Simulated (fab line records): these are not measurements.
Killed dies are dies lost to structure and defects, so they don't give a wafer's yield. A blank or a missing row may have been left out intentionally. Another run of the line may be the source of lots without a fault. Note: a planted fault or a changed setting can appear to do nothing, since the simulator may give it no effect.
A struck lot beside a sound one || flow rit-cmos || 15 out of 202 route steps
Sound: these wafers, L136.3, L136.5, L136.6. The struck wafers were L145.1, L145.4, L145.5. The cause comes at the end.
Each step with rows lists, per side, the tool, then ch with its chambers, then its first start. Under that, the readings that differ: sound wafers || struck wafers || difference of the means || sigmas: that difference in standard deviations of wafers without a fault.
alike: a reading whose means differ by less than 2 such deviations, as well as words and numbers matching on both sides. not compared: withheld readings; readings where some wafer has no value; bounds like >300 that might hide an equal value; numbers whose values overlap and for which the record gives no deviation.
The two part at a step that has a row with sigmas, a row that says differs or no value, or rows on one side only. Non-overlapping numbers with no deviation appear without sigmas and do not part them. Lack of a reading on every wafer of one side parts them only where that side has two or more wafers.

RIT_ACTIVE_BOW_MEAS_00:
  sound on film-metro-03, day 2 06:02; struck on film-metro-01, day 4 03:00
  alike: INCOMING_BOW
then, 1 step without rows for these wafers: RIT_ACTIVE_OXIDATION_01 (target thk 46.8 nm, ox time 3360 s).
RIT_ACTIVE_THK_MEAS_02:
  sound on film-metro-03, day 2 08:04; struck on film-metro-02, day 4 07:05
  alike: ACTIVE_OXIDE_THK
RIT_ACTIVE_CVD_03: deposits Si3N4 from SiH2Cl2/NH3, target thk 150 nm, time 1500 s.
  sound on lpcvd-02 ch 1, day 2 08:07; struck on lpcvd-01 ch 0, day 4 07:09
  alike: susceptor-temp-C
RIT_ACTIVE_THK_MEAS_04:
  sound on film-metro-03, day 2 09:33; struck on film-metro-03, day 4 08:47
{"reading": "ACTIVE_NITRIDE_THK (nm)", "sound": "149.3 150.0 150.4", "struck": "134.0 133.6 134.6", "difference": -15.8, "sigmas": -11}
  not compared: hold
then, 5 steps without rows for these wafers: RIT_ACTIVE_COAT_06 (resist thk 1000 nm); RIT_ACTIVE_SOFTBAKE_07 (time 60 s); RIT_ACTIVE_EXPOSE_08 (exposes mask M1, target cd 1400 nm); RIT_ACTIVE_PEB_09; RIT_ACTIVE_DEVELOP_10 (develop time 50 s).
RIT_ACTIVE_CD_MEAS_11: target cd 1400 nm.
  sound on cd-sem-02, day 2 10:29; struck on cd-sem-01, day 4 11:25
  alike: cd-nm
then, 1 step without rows for these wafers: RIT_ACTIVE_HARDBAKE_12 (time 60 s).
RIT_ACTIVE_ETCH_13: etches Si3N4 in SF6, stops on SiO2, time 210 s, target depth 210 nm.
  sound on rie-diel-04 ch 1,2,3, day 2 10:43; struck on rie-diel-02 ch 1,3, day 4 11:46
{"reading": "oes-product-au (a.u.)", "sound": "0.826 0.823 0.821", "struck": "0.761 0.799 0.765", "difference": -0.048, "sigmas": -3}
  alike: drypump-motor-current-A, throttle-valve-pct
  not compared: rf-hours-counter-h
RIT_ACTIVE_STRIP_14: strips in O2, time 180 s.
  sound on plasma-asher-03 ch 0,1, day 2 10:54; struck on plasma-asher-02 ch 0,1, day 4 12:10
  alike: drypump-motor-current-A
  not compared: rf-hours-counter-h
-- the record jumps here: 2 days lie between the struck wafers' starts before and after (it left off in module ACTIVE and takes up again in module M1, whose first step shown is number 202 of the route) --
RIT_M1_PROBE_99:
  the record has rows for the struck wafers here (prober-01, day 6 12:30) and none for the sound ones

WHERE THEY PART
Earliest at RIT_ACTIVE_THK_MEAS_04; latest, in this record, at RIT_M1_PROBE_99.

WHY: what had been put in by the simulator
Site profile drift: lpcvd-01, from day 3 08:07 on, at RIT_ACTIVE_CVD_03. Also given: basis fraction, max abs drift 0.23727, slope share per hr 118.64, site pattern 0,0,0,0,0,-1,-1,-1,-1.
